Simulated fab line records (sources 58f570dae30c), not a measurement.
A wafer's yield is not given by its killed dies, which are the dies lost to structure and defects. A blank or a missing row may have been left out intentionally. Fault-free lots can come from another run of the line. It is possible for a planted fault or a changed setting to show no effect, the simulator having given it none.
Split-lot trial    flow berkeley_cmos170    23 wafers read across 5 lots, on a route 331 steps long

SPLIT DETAILS
At UCB170_NVT_IMPLANT_07, the setting dose_cm2 was moved away from the recipe's 3e+12 on 9 of the 23 wafers read, by -6.0% to +7.2%. This setting was run at the recipe's value on the other wafers.

SPLIT TO READING: what lies between them in the file, 1 step
- UCB170_NVT_STRIP_08: strips in O2

THE READING
NVT_TW, at UCB170_NVT_TW_MEAS_09. A value of 527 with a standard deviation of 5.7 is what fault-free wafers of this fab line usually give.

wafer   tool, chamber at the split  dose_cm2 as run  against the recipe  NVT_TW  against lot-mates on the recipe
L075.1  implanter-01, 0             3e+12            recipe              533     -
L075.2  implanter-01, 0             3e+12            recipe              533     -
L075.3  implanter-01, 0             3e+12            recipe              531     -
L075.4  implanter-01, 0             3e+12            recipe              530     -
L075.5  implanter-01, 0             3e+12            recipe              532     -
L076.1  implanter-02, 0             3.216e+12        +7.2%               532     +9
L076.3  implanter-02, 0             3.216e+12        +7.2%               536     +13
L076.4  implanter-02, 0             3e+12            recipe              524     -
L076.5  implanter-02, 0             3e+12            recipe              522     -
L076.6  implanter-02, 0             3.216e+12        +7.2%               532     +9
L080.1  implanter-01, 0             2.819e+12        -6.0%               521     -12
L080.3  implanter-01, 0             3e+12            recipe              532     -
L080.4  implanter-01, 0             2.819e+12        -6.0%               524     -10
L080.5  implanter-01, 0             2.819e+12        -6.0%               522     -12
L080.6  implanter-01, 0             3e+12            recipe              535     -
L082.1  implanter-02, 0             3.111e+12        +3.7%               535     +4
L082.2  implanter-02, 0             3e+12            recipe              529     -
L082.3  implanter-02, 0             3e+12            recipe              534     -
L082.5  implanter-02, 0             3.111e+12        +3.7%               535     +4
L082.6  implanter-02, 0             3.111e+12        +3.7%               533     +2
L085.1  implanter-02, 0             3e+12            recipe              518     -
L085.3  implanter-02, 0             3e+12            recipe              519     -
L085.5  implanter-02, 0             3e+12            recipe              517     -

FIT RESULTS
A straight line over all 23 wafers: NVT_TW changes by +0.939 for each +1% of dose_cm2; r = +0.56; the points scatter about the line by 5.3.
The same after taking each lot's own level away (the mean of its wafers on the recipe; 23 wafers): +1.53 for each +1%; r = +0.95; scatter 1.8.
On that fit, the largest move of dose_cm2 shifts the reading by 11.
The lots' own levels span 518.0 to 533.5, that is 2.7 times the standard deviation above.
So the lot-to-lot level blurs the effect unless lot-mates are compared.
Check: with one of the wafers moved furthest among these (+7.2%) left out of the fit, the line predicts +10.6 for it against its lot-mates. Against them it came out at +9.

THE OTHER SPLITS THESE WAFERS WENT THROUGH
Note: prior to the reading, these wafers also went through further splits. Each is held against what the fit with the lots' levels taken away leaves over:
other split on the same wafers     wafers away from the commonest value  r with NVT_TW (lot level and that fit taken away)
UCB170_ZERO_COAT_01 spin_rpm       8                                     -0.09
UCB170_NWELL_OXIDATION_01 temp_c   15                                    -0.16
UCB170_PWELL_CVD_05 time_s         15                                    +0.25
UCB170_PWELL_PEB_11 peb_temp_c     4                                     +0.30
UCB170_PFIELD_COAT_01 spin_rpm     6                                     -0.03
UCB170_PFIELD_IMPLANT_07 dose_cm2  5                                     -0.39
UCB170_NVT_COAT_01 spin_rpm        11                                    +0.07

THE FILE'S OWN FIT
NVT_TW changes by +1.48 for each +1% of dose_cm2, r = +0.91.
